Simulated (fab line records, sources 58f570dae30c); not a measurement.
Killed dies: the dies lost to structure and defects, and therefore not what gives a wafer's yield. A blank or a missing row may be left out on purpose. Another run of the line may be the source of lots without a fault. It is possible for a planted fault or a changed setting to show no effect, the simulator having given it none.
fab line records	flow berkeleyCmos170
record: lots: 5	wafers: 27
route steps=331 shown NWELL@27 SACOX@98 SPACER@171 SILICIDE@211 V1@268 M3@331
startH: hours from the record's opening day to when the first of the lot's shown wafers began	waitH: how many hours have passed since the lot's step before this one	" repeats the value in the row above	L1.1+2: a single row standing in for several wafers	- no value, or no start given	* or withheld: withheld	< > ~ a bound
route shown NAME@n: a module of which the file shows steps, and the number in the route of the first	usual: average and standard deviation across the fault-free wafers	same: alike in all rows	chamber/n: place in a boat	sites: each site's reading	_std_site: how widely they spread, as a standard deviation	_edge_site: the outer-site mean with the inner-site mean subtracted	radiusMm: how far each site lies from the wafer's centre	mask NAME#n: copy n	behind: tool/chamber where the wafer was last shaped	hold: why the lot went on hold/how many hours it stayed there/how the hold came to an end	device: names the non-switching transistor (n, p or np)	end of line: tests run on the same wafers once the route is complete	for a step that has no rows: nothing shown but its recipe	killed: count of dies lost to structure and defects at first sort (not the wafer's yield)	map: per-die view of a wafer (x killed, . not killed, _ where there is no die)
set.NAME: setting as actually run; set.NAME@STEP: the setting as run at that earlier step	model.NAME: the simulator's own value behind a step, which no gauge read
lots with deliberately changed settings; one table per step, one row per wafer
== steps ==
step: UCB170_NWELL_ETCH_13
recipe: chemistry: CH3F/Ar/O2	target: Si3N4	stopOn: SiO2	CH3F_flow_sccm: 20	Ar_flow_sccm: 50	O2_flow_sccm: 7	pressureMtorr: 50	rfW: 450	targetDepthA: 2464	overEtchFrac: 0.1	timeS: 154
lot.wafer	tool	chamber	startH	waitH	set.timeS	model.etch.depthNm	model.KrF_of_NWELL_COAT_07.thkNm
L075.1	rieDiel-04	3	32.24	0.0	89.06	143.3	791.2
L075.2	"	2	"	"	154	223.3	722.5
L075.3	"	1	"	"	154	223.8	723.7
L075.4	"	0	"	"	89.06	145.5	790.1
L075.5	"	2	"	"	154	224	724
L075.6	"	1	"	"	89.06	140.1	793.1
L074.1	rieDiel-01	0	32.65	0.0	154	223.5	725.8
L074.2	"	1	"	"	129.3	208.4	747.1
L074.3	"	3	"	"	129.3	202.7	752.5
L074.4	"	2	"	"	154	222.5	729.5
L074.5	"	3	"	"	129.3	203.9	752.2
L074.6	"	0	"	"	154	225.3	727.4
L077.1	rieDiel-01	0	46.56	0.0	154	224.1	730.3
L077.2	"	3	"	"	154	224.6	727.4
L077.3	"	2	"	"	154	224.2	734.1
L077.4	"	3	"	"	154	223.3	728.8
L077.5	"	2	"	"	154	223.5	731.4
L077.6	"	0	"	"	154	223.9	734.2
L083.2	rieDiel-04	0	72.81	0.0	154	222.4	718.1
L083.4	"	2	"	"	154	223	722.4
L083.5	"	0	"	"	154	221.7	716.5
L084.1	rieDiel-04	3	82.69	0.0	154	226.7	717
L084.2	"	1	"	"	154	226.5	718.9
L084.3	"	0	"	"	154	226.8	711.7
L084.4	"	2	"	"	154	224	719.1
L084.5	"	0	"	"	154	227.3	715.7
L084.6	"	1	"	"	154	226.5	721.2
step: UCB170_NWELL_IMPLANT_14
recipe: species: P	doseCm2: 1e+13	energyKev: 150	tiltDeg: 7
step: UCB170_NWELL_STRIP_15
recipe: chemistry: O2	powerW: 400	pressureMtorr: 3500	platenTempC: withheld	o2FlowSccm: 400	overashFraction: 0.5
usual: stripTimeToEndpointS: 18.06/0.11
lot.wafer	tool	chamber	startH	waitH	set.timeS@NWELL_ETCH_13	stripTimeToEndpointS
L075.1	plasmaAsher-01	1	32.49	0.1	89.06	19.68
L075.2	"	0	"	"	154	18.05
L075.3	"	1	"	"	154	18.06
L075.4	"	0	"	"	89.06	19.67
L075.5	"	1	"	"	154	18.08
L075.6	"	0	"	"	89.06	19.73
L074.1	plasmaAsher-01	1	32.91	0.1	154	18.11
L074.2	"	0	"	"	129.3	18.62
L074.3	"	0	"	"	129.3	18.75
L074.4	"	1	"	"	154	18.20
L074.5	"	0	"	"	129.3	18.75
L074.6	"	1	"	"	154	18.15
L077.1	plasmaAsher-03	1	46.82	0.1	154	18.23
L077.2	"	0	"	"	154	18.16
L077.3	"	0	"	"	154	18.33
L077.4	"	1	"	"	154	18.19
L077.5	"	0	"	"	154	18.25
L077.6	"	1	"	"	154	18.32
L083.2	plasmaAsher-03	0	73.06	0.1	154	17.94
L083.4	"	1	"	"	154	18.04
L083.5	"	0	"	"	154	17.89
L084.1	plasmaAsher-02	0	82.94	0.1	154	17.90
L084.2	"	1	"	"	154	17.95
L084.3	"	1	"	"	154	17.78
L084.4	"	0	"	"	154	17.94
L084.5	"	1	"	"	154	17.86
L084.6	"	0	"	"	154	18.02
step: UCB170_SACOX_OXIDATION_01
recipe: tempC: 900	ambient: O2	targetThkA: 144	oxTimeS: 2400
lot.wafer	tool	chamber	startH	waitH	set.oxTimeS	model.SiO2_of_SACOX_OXIDATION_01.thkNm
L075.1	-	-	-	2.1	1537	10.5
L075.2	"	-	"	"	1537	10.35
L075.3	"	-	"	"	1537	10.55
L075.4	"	-	"	"	1537	10.45
L075.5	"	-	"	"	1537	10.25
L075.6	"	-	"	"	1537	10.33
L074.1	-	-	-	1.4	1498	9.69
L074.2	"	-	"	"	1498	9.576
L074.3	"	-	"	"	1498	9.544
L074.4	"	-	"	"	1498	9.688
L074.5	"	-	"	"	1498	9.708
L074.6	"	-	"	"	1498	9.727
L077.1	-	-	-	2.3	3546	18.32
L077.2	"	-	"	"	3546	18.81
L077.3	"	-	"	"	3546	18.29
L077.4	"	-	"	"	3546	18.25
L077.5	"	-	"	"	3546	18.46
L077.6	"	-	"	"	3546	18.58
L083.2	furnace-03	0	124.93	0.6	2400	14.44
L083.4	"	0	"	"	2400	14.13
L083.5	"	0	"	"	2400	14.22
L084.1	-	-	-	3.1	1336	9.373
L084.2	"	-	"	"	1336	9.741
L084.3	"	-	"	"	1336	9.726
L084.4	"	-	"	"	1336	9.512
L084.5	"	-	"	"	1336	9.511
L084.6	"	-	"	"	1336	9.587
step: UCB170_SACOX_THK_MEAS_02
recipe: reads: SiO2_of_SACOX_OXIDATION_01
usual: SACOX_OXIDE_THK: 14.24/0.25
lot.wafer	tool	chamber	startH	waitH	set.oxTimeS@SACOX_OXIDATION_01	SACOX_OXIDE_THK[nm]
L075.1	filmMetro-01	-	-	-	1537	10.53
L075.2	"	-	"	"	1537	10.30
L075.3	"	-	"	"	1537	10.55
L075.4	"	-	"	"	1537	10.46
L075.5	"	-	"	"	1537	10.26
L075.6	"	-	"	"	1537	10.36
L074.1	filmMetro-01	-	-	-	1498	9.71
L074.2	"	-	"	"	1498	9.55
L074.3	"	-	"	"	1498	9.56
L074.4	"	-	"	"	1498	9.68
L074.5	"	-	"	"	1498	9.71
L074.6	"	-	"	"	1498	9.68
L077.1	filmMetro-04	-	-	-	3546	18.34
L077.2	"	-	"	"	3546	18.80
L077.3	"	-	"	"	3546	18.31
L077.4	"	-	"	"	3546	18.23
L077.5	"	-	"	"	3546	18.43
L077.6	"	-	"	"	3546	18.65
L083.2	filmMetro-01	-	126.61	0.0	2400	14.46
L083.4	"	-	"	"	2400	14.17
L083.5	"	-	"	"	2400	14.26
L084.1	filmMetro-02	-	-	-	1336	9.40
L084.2	"	-	"	"	1336	9.79
L084.3	"	-	"	"	1336	9.73
L084.4	"	-	"	"	1336	9.48
L084.5	"	-	"	"	1336	9.48
L084.6	"	-	"	"	1336	9.59
step: UCB170_SPACER_CVD_00
recipe: material: SiO2	targetThkNm: 376	tempC: 390	precursor: TEOS/O2	timeS: 47	rfW: 550	pressureMtorr: 9000
lot.wafer	tool	chamber	startH	waitH	set.timeS	model.SiO2_of_SPACER_CVD_00.thkNm
L074.1	pecvd-04	1	123.86	0.0	64.89	513.7
L074.2	"	2	"	"	47	371.8
L074.3	"	0	"	"	64.89	521.7
L074.4	"	0	"	"	47	383.4
L074.5	"	2	"	"	64.89	523.1
L074.6	"	1	"	"	47	371.6
L075.1	pecvd-01	2	123.86	0.0	47	375.9
L075.2	"	1	"	"	47	382.7
L075.3	"	0	"	"	47	374.5
L075.4	"	2	"	"	73.14	594.8
L075.5	"	1	"	"	73.14	595
L075.6	"	0	"	"	73.14	587.3
L077.1	pecvd-03	2	126.56	0.0	72.73	579.4
L077.2	"	1	"	"	47	373.7
L077.3	"	0	"	"	72.73	579.6
L077.4	"	0	"	"	47	377.6
L077.5	"	2	"	"	72.73	586.1
L077.6	"	1	"	"	47	379.3
L083.2	pecvd-04	0	154.09	0.0	47	374
L083.4	"	0	"	"	47	381.9
L083.5	"	1	"	"	47	376.1
L084.1	pecvd-04	0	180.66	0.0	47	378.9
L084.2	"	2	"	"	31.2	250.5
L084.3	"	1	"	"	47	371.8
L084.4	"	1	"	"	47	380.7
L084.5	"	2	"	"	31.2	253.1
L084.6	"	0	"	"	31.2	253.9
step: UCB170_SPACER_THK_MEAS_01
recipe: reads: SiO2_of_SPACER_CVD_00
usual: SPACER_TEOS_THK: 377/4.4
lot.wafer	tool	chamber	startH	waitH	set.timeS@SPACER_CVD_00	SPACER_TEOS_THK[nm]
L074.1	filmMetro-02	-	123.90	0.0	64.89	514
L074.2	"	-	"	"	47	372
L074.3	"	-	"	"	64.89	522
L074.4	"	-	"	"	47	384
L074.5	"	-	"	"	64.89	523
L074.6	"	-	"	"	47	372
L075.1	filmMetro-03	-	123.90	0.0	47	376
L075.2	"	-	"	"	47	382
L075.3	"	-	"	"	47	374
L075.4	"	-	"	"	73.14	594
L075.5	"	-	"	"	73.14	595
L075.6	"	-	"	"	73.14	587
L077.1	filmMetro-03	-	126.60	0.0	72.73	579
L077.2	"	-	"	"	47	374
L077.3	"	-	"	"	72.73	580
L077.4	"	-	"	"	47	378
L077.5	"	-	"	"	72.73	586
L077.6	"	-	"	"	47	379
L083.2	filmMetro-03	-	154.14	0.0	47	374
L083.4	"	-	"	"	47	382
L083.5	"	-	"	"	47	376
L084.1	filmMetro-02	-	180.71	0.0	47	379
L084.2	"	-	"	"	31.2	250
L084.3	"	-	"	"	47	372
L084.4	"	-	"	"	47	381
L084.5	"	-	"	"	31.2	253
L084.6	"	-	"	"	31.2	254
step: UCB170_SPACER_ANNEAL_02
recipe: tempC: 900	timeS: 1800	ambient: N2
step: UCB170_SPACER_ETCHBACK_03
recipe: stopOn: Si	target: SiO2	chemistry: CHF3/CF4/Ar	CHF3_flow_sccm: 50	cf4FlowSccm: 10	Ar_flow_sccm: 120	pressureMtorr: 200	rfW: 500	targetDepthA: 3760	timeS: 100
usual: oesProductAu: 0.900/0.015
lot.wafer	tool	chamber	startH	waitH	set.timeS@SPACER_CVD_00	oesProductAu	model.etch.depthNm
L074.1	rieDiel-01	0	125.83	0.0	64.89	0.953	421.5
L074.2	"	2	"	"	47	0.894	371.8
L074.3	"	3	"	"	64.89	0.980	421.7
L074.4	"	1	"	"	47	0.911	383.4
L074.5	"	2	"	"	64.89	0.970	417.6
L074.6	"	3	"	"	47	0.894	371.6
L075.1	rieDiel-02	3	125.83	0.0	47	0.912	375.9
L075.2	"	0	"	"	47	0.905	382.7
L075.3	"	1	"	"	47	0.908	374.5
L075.4	"	2	"	"	73.14	0.990	428
L075.5	"	3	"	"	73.14	1.004	425
L075.6	"	0	"	"	73.14	0.990	429.8
L077.1	rieDiel-01	2	131.69	0.0	72.73	0.973	414.5
L077.2	"	1	"	"	47	0.897	373.7
L077.3	"	3	"	"	72.73	0.979	424.6
L077.4	"	0	"	"	47	0.876	377.6
L077.5	"	3	"	"	72.73	0.987	423.3
L077.6	"	0	"	"	47	0.878	379.3
L083.2	rieDiel-01	2	157.87	0.0	47	0.906	374
L083.4	"	1	"	"	47	0.909	381.9
L083.5	"	2	"	"	47	0.904	376.1
L084.1	rieDiel-01	0	186.77	0.0	47	0.879	378.9
L084.2	"	2	"	"	31.2	0.676	250.5
L084.3	"	1	"	"	47	0.888	371.8
L084.4	"	3	"	"	47	0.910	380.7
L084.5	"	0	"	"	31.2	0.663	253.1
L084.6	"	3	"	"	31.2	0.685	253.9
step: UCB170_SILICIDE_SPUTTER_01
recipe: material: Ti	targetThkNm: 30	timeS: 25	powerW: 1500	chamberPressurePa: 0.5
lot.wafer	tool	chamber	startH	waitH	set.timeS	model.Ti_of_SILICIDE_SPUTTER_01.thkNm
L075.1	pvdSputter-03	-	130.73	0.0	25	29.99
L075.2	"	-	"	"	31.16	37.81
L075.3	"	-	"	"	25	30.18
L075.4	"	-	"	"	31.16	37.51
L075.5	"	-	"	"	31.16	37.64
L075.6	"	-	"	"	25	30.12
L074.1	pvdSputter-02	-	130.90	0.0	25	30.06
L074.2	"	-	"	"	25	30.09
L074.3	"	-	"	"	25	29.84
L074.4	"	-	"	"	25	29.7
L074.5	"	-	"	"	25	30.02
L074.6	"	-	"	"	25	30.03
L077.1	pvdSputter-03	-	137.85	0.0	12.71	15.58
L077.2	"	-	"	"	25	30.63
L077.3	"	-	"	"	12.71	15.42
L077.4	"	-	"	"	25	30.27
L077.5	"	-	"	"	25	30.15
L077.6	"	-	"	"	12.71	15.48
L083.2	pvdSputter-04	-	165.89	0.0	25	30.02
L083.4	"	-	"	"	25	29.91
L083.5	"	-	"	"	25	29.66
L084.1	pvdSputter-04	-	191.54	0.0	25	30.47
L084.2	"	-	"	"	25	30.13
L084.3	"	-	"	"	14.49	17.68
L084.4	"	-	"	"	25	30.28
L084.5	"	-	"	"	14.49	17.81
L084.6	"	-	"	"	14.49	17.85
step: UCB170_SILICIDE_RS_MEAS_02
recipe: thkMeasGauge: four-point-probe	reads: Ti_of_SILICIDE_SPUTTER_01
usual: SILICIDE_TI_RS: 26.1/0.33
lot.wafer	tool	chamber	startH	waitH	set.timeS@SILICIDE_SPUTTER_01	SILICIDE_TI_RS[ohm/sq]
L075.1	filmMetro-01	-	130.76	0.0	25	26.1
L075.2	"	-	"	"	31.16	19.9
L075.3	"	-	"	"	25	25.9
L075.4	"	-	"	"	31.16	20.1
L075.5	"	-	"	"	31.16	20.0
L075.6	"	-	"	"	25	25.9
L074.1	filmMetro-02	-	130.93	0.0	25	26.0
L074.2	"	-	"	"	25	26.1
L074.3	"	-	"	"	25	26.3
L074.4	"	-	"	"	25	26.4
L074.5	"	-	"	"	25	26.1
L074.6	"	-	"	"	25	26.1
L077.1	filmMetro-02	-	137.88	0.0	12.71	57.5
L077.2	"	-	"	"	25	25.5
L077.3	"	-	"	"	12.71	58.3
L077.4	"	-	"	"	25	25.9
L077.5	"	-	"	"	25	26.0
L077.6	"	-	"	"	12.71	57.9
L083.2	filmMetro-02	-	165.94	0.0	25	26.1
L083.4	"	-	"	"	25	26.2
L083.5	"	-	"	"	25	26.5
L084.1	filmMetro-02	-	191.57	0.0	25	25.7
L084.2	"	-	"	"	25	26.0
L084.3	"	-	"	"	14.49	49.1
L084.4	"	-	"	"	25	25.9
L084.5	"	-	"	"	14.49	48.8
L084.6	"	-	"	"	14.49	48.7
step: UCB170_SILICIDE_THK_MEAS_03
recipe: thkMeasGauge: xrf	reads: Ti_of_SILICIDE_SPUTTER_01
usual: SILICIDE_TI_THK: 30.1/0.35
lot.wafer	tool	chamber	startH	waitH	set.timeS@SILICIDE_SPUTTER_01	SILICIDE_TI_THK[nm]
L075.1	filmMetro-01	-	130.88	0.1	25	30.0
L075.2	"	-	"	"	31.16	38.0
L075.3	"	-	"	"	25	30.3
L075.4	"	-	"	"	31.16	37.5
L075.5	"	-	"	"	31.16	37.7
L075.6	"	-	"	"	25	30.2
L074.1	filmMetro-02	-	131.05	0.1	25	30.1
L074.2	"	-	"	"	25	30.1
L074.3	"	-	"	"	25	29.9
L074.4	"	-	"	"	25	29.6
L074.5	"	-	"	"	25	30.1
L074.6	"	-	"	"	25	30.1
L077.1	filmMetro-02	-	138.00	0.1	12.71	15.6
L077.2	"	-	"	"	25	30.7
L077.3	"	-	"	"	12.71	15.4
L077.4	"	-	"	"	25	30.4
L077.5	"	-	"	"	25	30.2
L077.6	"	-	"	"	12.71	15.5
L083.2	filmMetro-02	-	166.05	0.1	25	30.0
L083.4	"	-	"	"	25	29.9
L083.5	"	-	"	"	25	29.7
L084.1	filmMetro-02	-	191.69	0.1	25	30.4
L084.2	"	-	"	"	25	30.1
L084.3	"	-	"	"	14.49	17.7
L084.4	"	-	"	"	25	30.3
L084.5	"	-	"	"	14.49	17.7
L084.6	"	-	"	"	14.49	17.9
step: UCB170_V1_ETCH_14
recipe: chemistry: CHF3/CF4/Ar	target: SiO2	stopOn: Al	CHF3_flow_sccm: 45	cf4FlowSccm: 15	Ar_flow_sccm: 150	pressureMtorr: 200	rfW: 700	targetDepthA: 12500	overEtchFrac: 0.25	timeS: 291
usual: oesProductAu: 0.876/0.0089
lot.wafer	tool	chamber	startH	waitH	set.targetDepthA	oesProductAu	model.etch.depthNm	model.V1.featureDepthNm	model.KrF_of_V1_COAT_07.thkNm
L075.1	rieDiel-04	3	147.10	0.0	12500	0.878	1001	1001	614.5
L075.2	"	0	"	"	15200	0.799	999.7	1007	556.3
L075.3	"	1	"	"	15200	0.792	998.8	1005	564
L075.4	"	2	"	"	12500	0.873	999.5	999.5	612.4
L075.5	"	2	"	"	12500	0.868	999.8	999.8	614
L075.6	"	1	"	"	15200	0.790	999.7	1006	561.5
L074.1	rieDiel-03	3	147.46	0.0	6318	0.994	623.7	623.7	746.3
L074.2	"	0	"	"	6318	0.989	627.4	627.4	745.6
L074.3	"	2	"	"	12500	0.891	999.1	999.1	617.2
L074.4	"	1	"	"	6318	1.007	635.4	635.4	744.4
L074.5	"	0	"	"	12500	0.866	998.7	998.8	613.8
L074.6	"	1	"	"	12500	0.879	1001	1001	602.2
L077.1	rieDiel-02	1	154.15	0.0	15250	0.782	1001	1008	545.5
L077.2	"	2	"	"	12500	0.871	998.7	998.7	607.3
L077.3	"	0	"	"	12500	0.866	998.9	998.9	601.7
L077.4	"	3	"	"	15250	0.794	999.8	1006	547.5
L077.5	"	0	"	"	15250	0.785	1001	1007	541.5
L077.6	"	3	"	"	12500	0.880	999	999	606.1
L083.2	rieDiel-03	3	180.35	0.0	12500	0.874	1001	1001	617.8
L083.4	"	0	"	"	12500	0.869	999.5	999.6	620.5
L083.5	"	0	"	"	12500	0.864	1001	1001	616.1
L084.1	rieDiel-02	0	203.96	0.0	12500	0.870	998.4	998.4	607.2
L084.2	"	1	"	"	5669	1.006	567.2	567.2	761
L084.3	"	3	"	"	12500	0.886	998.3	998.3	609.8
L084.4	"	2	"	"	5669	1.001	569.3	569.3	760.3
L084.5	"	3	"	"	12500	0.889	1000	1000	606.7
L084.6	"	2	"	"	5669	0.985	563.6	563.6	759.4
step: UCB170_V1_STRIP_15
recipe: chemistry: O2	powerW: 400	pressureMtorr: 3500	platenTempC: withheld	o2FlowSccm: 400	overashFraction: 0.5
usual: stripTimeToEndpointS: 15.34/0.11
lot.wafer	tool	chamber	startH	waitH	set.targetDepthA@V1_ETCH_14	stripTimeToEndpointS
L075.1	plasmaAsher-01	1	147.27	0.1	12500	15.41
L075.2	"	0	"	"	15200	14.04
L075.3	"	1	"	"	15200	14.23
L075.4	"	0	"	"	12500	15.36
L075.5	"	1	"	"	12500	15.40
L075.6	"	0	"	"	15200	14.17
L074.1	plasmaAsher-04	1	147.63	0.1	6318	18.50
L074.2	"	0	"	"	6318	18.47
L074.3	"	1	"	"	12500	15.49
L074.4	"	0	"	"	6318	18.46
L074.5	"	0	"	"	12500	15.40
L074.6	"	1	"	"	12500	15.11
L077.1	plasmaAsher-04	0	154.33	0.1	15250	13.79
L077.2	"	1	"	"	12500	15.24
L077.3	"	0	"	"	12500	15.12
L077.4	"	1	"	"	15250	13.84
L077.5	"	1	"	"	15250	13.69
L077.6	"	0	"	"	12500	15.19
L083.2	plasmaAsher-04	0	180.52	0.1	12500	15.50
L083.4	"	1	"	"	12500	15.57
L083.5	"	1	"	"	12500	15.46
L084.1	plasmaAsher-01	1	204.14	0.1	12500	15.24
L084.2	"	0	"	"	5669	18.85
L084.3	"	1	"	"	12500	15.31
L084.4	"	0	"	"	5669	18.84
L084.5	"	1	"	"	12500	15.22
L084.6	"	0	"	"	5669	18.80
step: UCB170_V1_CD_MEAS_90
recipe: targetCdNm: 700
usual: cdNm: 699.8/1.5
lot.wafer	tool	chamber	startH	waitH	set.targetDepthA@V1_ETCH_14	cdNm
L075.1	cdSem-02	-	147.58	0.3	12500	699.8
L075.2	"	-	"	"	15200	703.9
L075.3	"	-	"	"	15200	703.3
L075.4	"	-	"	"	12500	699.7
L075.5	"	-	"	"	12500	700.4
L075.6	"	-	"	"	15200	703.7
L074.1	cdSem-01	-	147.73	0.1	6318	695.5
L074.2	"	-	"	"	6318	695.6
L074.3	"	-	"	"	12500	698.2
L074.4	"	-	"	"	6318	695.9
L074.5	"	-	"	"	12500	699.6
L074.6	"	-	"	"	12500	699.0
L077.1	cdSem-02	-	154.43	0.1	15250	704.6
L077.2	"	-	"	"	12500	701.4
L077.3	"	-	"	"	12500	700.4
L077.4	"	-	"	"	15250	703.6
L077.5	"	-	"	"	15250	703.7
L077.6	"	-	"	"	12500	700.7
L083.2	cdSem-01	-	180.64	0.1	12500	701.4
L083.4	"	-	"	"	12500	699.4
L083.5	"	-	"	"	12500	699.8
L084.1	cdSem-02	-	204.27	0.1	12500	700.8
L084.2	"	-	"	"	5669	695.5
L084.3	"	-	"	"	12500	699.4
L084.4	"	-	"	"	5669	696.4
L084.5	"	-	"	"	12500	701.3
L084.6	"	-	"	"	5669	695.8
step: UCB170_M3_PROBE_99
lot.wafer	tool	chamber	startH	waitH	set.timeS@SPACER_CVD_00	model.etest.pmos_0p6.rOnOhmUm
L075.2	prober-02	-	156.22	0.1	47	8389
L075.3	prober-02	-	156.27	0.2	47	8426
L075.4+5+6	prober-02	-	156.32	0.2	73.14	-
L074.1	prober-02	-	157.00	0.1	64.89	9245
L074.2	prober-02	-	157.05	0.1	47	8455
L074.3	prober-02	-	157.10	0.2	64.89	9715
L074.4	prober-02	-	157.15	0.2	47	8504
L074.5	prober-02	-	157.20	0.2	64.89	9936
L074.6	prober-02	-	157.25	0.2	47	8506
L077.1+5	prober-01	-	164.44	0.1	72.73	-
L077.2	prober-01	-	164.49	0.1	47	8292
L077.4	prober-01	-	164.59	0.2	47	8297
L077.6	prober-01	-	164.69	0.2	47	8231
L083.2	prober-01	-	189.73	0.1	47	8364
L083.4	prober-01	-	189.83	0.2	47	8343
L083.5	prober-01	-	189.88	0.2	47	8353
L084.1	prober-02	-	213.45	0.1	47	8502
L084.2	prober-02	-	213.50	0.1	31.2	5856
L084.3	prober-02	-	213.55	0.2	47	8586
L084.4	prober-02	-	213.60	0.2	47	8614
L084.5	prober-02	-	213.65	0.2	31.2	5889
L084.6	prober-02	-	213.70	0.2	31.2	5828
killed by level:class
L083.2 GATE:geometricParticle:short=1
L083.4 GATE:geometricParticle:short=1 ACTIVE:areaEtch=1
L083.5 SILICIDE:geometricParticle:short=2 FIELD:geometricParticle:open=1 M1:geometricParticle:short=1
== key ==
split: step: UCB170_NWELL_ETCH_13	setting: timeS	stated: 154	by: wafer
response: step: UCB170_NWELL_ETCH_13	reading: model.etch.depthNm	change: +1.82	per: 1%	r: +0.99
response: step: UCB170_NWELL_ETCH_13	reading: model.KrF_of_NWELL_COAT_07.thkNm	change: -1.59	per: 1%	r: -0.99
response: step: UCB170_NWELL_STRIP_15	reading: stripTimeToEndpointS	change: *	per: 1%	r: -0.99
split: step: UCB170_SACOX_OXIDATION_01	setting: oxTimeS	stated: 2400	by: lot
response: step: UCB170_SACOX_OXIDATION_01	reading: model.SiO2_of_SACOX_OXIDATION_01.thkNm	change: +0.099	per: 1%	r: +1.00
response: step: UCB170_SACOX_THK_MEAS_02	reading: SACOX_OXIDE_THK	change: +0.0991	per: 1%	r: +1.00
split: step: UCB170_SPACER_CVD_00	setting: timeS	stated: 47	by: wafer
response: step: UCB170_SPACER_CVD_00	reading: model.SiO2_of_SPACER_CVD_00.thkNm	change: +3.79	per: 1%	r: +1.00
response: step: UCB170_SPACER_THK_MEAS_01	reading: SPACER_TEOS_THK	change: +3.79	per: 1%	r: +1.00
response: step: UCB170_SPACER_ETCHBACK_03	reading: oesProductAu	shape: bent	atLowest: 0.675	atStated: 0.898	atHighest: 0.995
response: step: UCB170_SPACER_ETCHBACK_03	reading: model.etch.depthNm	shape: bent	atLowest: 252.5	atStated: 376.9	atHighest: 427.6
response: step: UCB170_M3_PROBE_99	reading: model.etest.pmos_0p6.rOnOhmUm	change: +52.2	per: 1%	r: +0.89
split: step: UCB170_SILICIDE_SPUTTER_01	setting: timeS	stated: 25	by: wafer
response: step: UCB170_SILICIDE_SPUTTER_01	reading: model.Ti_of_SILICIDE_SPUTTER_01.thkNm	change: +0.301	per: 1%	r: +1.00
response: step: UCB170_SILICIDE_RS_MEAS_02	reading: SILICIDE_TI_RS	change: -0.562	per: 1%	r: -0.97
response: step: UCB170_SILICIDE_THK_MEAS_03	reading: SILICIDE_TI_THK	change: +0.302	per: 1%	r: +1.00
split: step: UCB170_V1_ETCH_14	setting: targetDepthA	stated: 12500	by: wafer
response: step: UCB170_V1_ETCH_14	reading: oesProductAu	change: -0.00246	per: 1%	r: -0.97
response: step: UCB170_V1_ETCH_14	reading: model.etch.depthNm	change: +6.58	per: 1%	r: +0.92
response: step: UCB170_V1_ETCH_14	reading: model.V1.featureDepthNm	change: +6.62	per: 1%	r: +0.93
response: step: UCB170_V1_ETCH_14	reading: model.KrF_of_V1_COAT_07.thkNm	change: -2.73	per: 1%	r: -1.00
response: step: UCB170_V1_STRIP_15	reading: stripTimeToEndpointS	change: *	per: 1%	r: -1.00
response: step: UCB170_V1_CD_MEAS_90	reading: cdNm	change: +0.0875	per: 1%	r: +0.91
